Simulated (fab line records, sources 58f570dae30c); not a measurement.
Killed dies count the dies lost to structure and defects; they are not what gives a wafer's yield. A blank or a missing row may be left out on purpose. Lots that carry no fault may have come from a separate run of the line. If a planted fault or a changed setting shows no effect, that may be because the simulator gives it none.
One fault seen from 2 desks / flow berkeley-cmos170 / every desk sees just its own numbers, and what lay behind them comes last

METROLOGY DESK
Lot by lot, what the gauges showed, no matter which tool ran the lot: averages of those sampled wafers that carry a number. A lot is out of limits, marked OUT, if its mean lies more than 4 standard deviations from the usual mean; the brackets give that distance.
Columns: A = cd-nm at UCB170_M2_CD_MEAS_15, usual 700.6 nm; B = cd-nm at UCB170_M2_CD_MEAS_90, usual 704 nm
lot=L298; first seen here=day 8 00:02; A=701.0; B=705
lot=L300; first seen here=day 8 06:13; A=701.2; B=704
lot=L299; first seen here=day 8 07:48; A=701.1; B=705
lot=L301; first seen here=day 8 11:06; A=701.9; B=703
lot=L303; first seen here=day 9 03:57; A=700.3; B=701
lot=L302; first seen here=day 9 04:14; A=699.2; B=702
lot=L305; first seen here=day 9 05:21; A=700.8; B=700
lot=L311; first seen here=day 9 23:52; A=700.2; B=703
lot=L308; first seen here=day 10 00:01; A=636.6 (-49) OUT; B=642 (-19) OUT
lot=L312; first seen here=day 10 11:22; A=643.0 (-44) OUT; B=649 (-17) OUT
lot=L314; first seen here=day 11 03:50; A=699.7; B=705
lot=L318; first seen here=day 11 14:49; A=700.3; B=704
lot=L317; first seen here=day 11 15:04; A=702.4; B=705
lot=L321; first seen here=day 12 03:35; A=702.0; B=703
This desk finds L308, L312 out of limits, L308 being first, at day 10 00:01 (cd-nm at UCB170_M2_CD_MEAS_15). L298, L300, L299, L301, L303, L302, L305, L311, L314, L318, L317, L321: within limits.

TOOL OWNER'S DESK, litho-track-02
The tool's own readings at UCB170_M2_SOFTBAKE_11 (time 60 s): means of the sampled wafers that have a number, for each lot that ran on this tool. A lot is out of limits, marked OUT, if its mean lies more than 4 standard deviations from the usual mean; the brackets give that distance.
Columns: A = exhaust-pa at UCB170_M2_SOFTBAKE_11, usual 45.0 Pa; B = heater-power-total-W at UCB170_M2_SOFTBAKE_11, usual 56.80 W; C = plate-temp-C at UCB170_M2_SOFTBAKE_11, usual 130.00 C
lot=L305; first seen here=day 9 04:00; A=45.3; B=56.80; C=130.16
lot=L308; first seen here=day 9 23:00; A=45.0; B=67.60 (+99 or more) OUT; C=148.75 (+99 or more) OUT
lot=L312; first seen here=day 10 10:00; A=45.2; B=67.60 (+99 or more) OUT; C=148.70 (+99 or more) OUT
This desk finds L308, L312 out of limits, L308 being first, at day 9 23:00 (heater-power-total-W at UCB170_M2_SOFTBAKE_11). L305: within limits.

PUT TOGETHER
An alarm could have come from the tool owner's desk at day 9 23:00, on L308, L312.
On L308, L312, the metrology desk was in a position to raise an alarm at day 10 00:01.
All the named lots went through UCB170_M2_SOFTBAKE_11 on litho-track-02.

WHAT THE SIMULATOR HAD PUT IN
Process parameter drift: litho-track-02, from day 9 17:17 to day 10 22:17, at UCB170_M2_SOFTBAKE_11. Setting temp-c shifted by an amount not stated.
Struck lots among those shown: L308, L312.
Counting hours from when the fault started, the first reading out of limits came at 6 for the tool owner's desk and at 7 for the metrology desk.
